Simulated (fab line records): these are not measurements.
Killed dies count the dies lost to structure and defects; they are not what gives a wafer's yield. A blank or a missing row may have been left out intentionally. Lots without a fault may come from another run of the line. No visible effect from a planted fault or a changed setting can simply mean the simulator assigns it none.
fab line records -- flow rit_cmos
[record] lots = 14, wafers = 42, last_day = 7
route steps=202 shown PWELL@44
lots with no fault: from the same line, run without faults
start_h: hours from the record's first day to the start of the lot's first wafer shown -- wait_h: time in hours since the lot's previous step -- " the same as in the row above -- L1.1+2: a single row standing in for several wafers -- - value missing, or start not given -- * or withheld: withheld -- < > ~ a bound
route shown NAME@n: a module of which the file shows steps, and the number in the route of the first -- usual: mean/standard deviation taken from wafers without a fault -- same: alike in all rows -- chamber/n: place in a boat -- sites: readings site by site -- _std_site: standard deviation across them -- _edge_site: the outer-site mean with the inner-site mean subtracted -- radius_mm: for every site, how far away it sits from the centre of the wafer -- mask NAME#n: copy n -- behind: the tool/chamber that last shaped the wafer -- hold: reason for holding the lot/hours on hold/outcome of the hold -- device: the transistor (n, p or np) that didn't switch -- end of line: tests of these same wafers at the route's end -- a step with no rows: only its recipe -- killed: dies lost to structure and defects at the first sort, not the wafer's yield -- map: shows each die of a wafer: x if killed, . if not, _ if none is there
set.NAME: the run value of the setting; set.NAME@STEP: its run value at that earlier step -- model.NAME: the simulator's own value behind a step, which no gauge read
route steps across a sampled set of lots; one table per step, one row per wafer
[[steps]]
[step RIT_PWELL_DEVELOP_05]
[recipe] resist = NOVOLAK, develop_time_s = 71.04, dev_temp_c = 23
[usual] chill_plate_temp_C = 23.01/0.11, develop_time_s = 71.04/0, resist_line_temp_C = 23.01/0.097
lot.wafer,tool,chamber,start_h,wait_h,chill_plate_temp_C,develop_time_s,resist_line_temp_C
L208.3,litho_track-02,0,28,-,23.11,71.04,23.05
L208.5,litho_track-02,0,28,-,23.04,71.04,22.85
L208.6,litho_track-02,0,28,-,22.95,71.04,23.18
L209.1,litho_track-01,0,32,-,23.08,71.04,22.92
L209.2,litho_track-01,0,32,-,23.04,71.04,23.02
L209.4,litho_track-01,0,32,-,23.15,71.04,23.06
L210.2,litho_track-03,0,37,-,23.04,71.04,22.84
L210.3,litho_track-03,0,37,-,22.95,71.04,22.83
L210.6,litho_track-03,0,37,-,23.23,71.04,22.85
L214.1,litho_track-02,0,54,-,23.07,71.04,22.99
L214.3,litho_track-02,0,54,-,22.99,71.04,22.96
L214.6,litho_track-02,0,54,-,23.07,71.04,23.03
L215.1,litho_track-02,0,59,-,22.79,71.04,23.22
L215.4,litho_track-02,0,59,-,23.02,71.04,22.98
L215.6,litho_track-02,0,59,-,22.90,71.04,22.98
L216.2,litho_track-03,0,63,-,22.88,71.04,23.07
L216.4,litho_track-03,0,63,-,22.96,71.04,23.06
L216.5,litho_track-03,0,63,-,23.06,71.04,23.07
L217.1,litho_track-03,0,72,-,23.06,71.04,22.89
L217.3,litho_track-03,0,72,-,23.03,71.04,23.06
L217.6,litho_track-03,0,72,-,22.95,71.04,23.15
L218.3,litho_track-03,0,75,-,22.98,71.04,23.14
L218.5,litho_track-03,0,75,-,23.01,71.04,22.99
L218.6,litho_track-03,0,75,-,23.35,71.04,22.98
L219.1,litho_track-03,0,80,-,22.97,71.04,23.06
L219.3,litho_track-03,0,80,-,23.02,71.04,22.93
L219.4,litho_track-03,0,80,-,22.97,71.04,23.10
L221.1,litho_track-02,-,89,-,-,-,-
L221.4,litho_track-02,-,89,-,-,-,-
L221.5,litho_track-02,-,89,-,-,-,-
L222.1,litho_track-03,-,93,-,-,-,-
L222.2,litho_track-03,-,93,-,-,-,-
L222.6,litho_track-03,-,93,-,-,-,-
L223.2,litho_track-01,0,100,-,22.95,71.04,23.13
L223.4,litho_track-01,0,100,-,22.82,71.04,23.04
L223.6,litho_track-01,0,100,-,22.90,71.04,23.06
L230.2,litho_track-03,0,134,-,22.98,71.04,22.99
L230.4,litho_track-03,0,134,-,23.01,71.04,23.02
L230.6,litho_track-03,0,134,-,23.02,71.04,22.81
L231.3,litho_track-03,0,139,-,23.03,71.04,23.06
L231.5,litho_track-03,0,139,-,22.96,71.04,22.89
L231.6,litho_track-03,0,139,-,23.11,71.04,22.95
[[key]]
[first_sign] step = RIT_PWELL_DEVELOP_05, reading = tool_record, direction = missing
effect none on later readings
met_at RIT_PWELL_DEVELOP_05
struck_lots L221,L222
sort_left_out L221.1,L221.4,L221.5,L222.1,L222.2,L222.6
tester_left_out L221,L222
[fault] kind = skipped_step_whole, tool = litho_track-02,litho_track-03, chamber = -, onset_h = 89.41, steps = RIT_PWELL_DEVELOP_05, scope = struck_lots_only
// tester_left_out: of these lots the tester's yield and bins aren't shown, on N5 and GAA mostly nor the transistor test; their killed dies are dies lost to structure and defects alone, not to doping, threshold or leakage, so they don't give the yield
// sort_left_out: the simulated sort isn't trusted on such a fault, so these wafers' sort isn't shown, and their yield isn't known
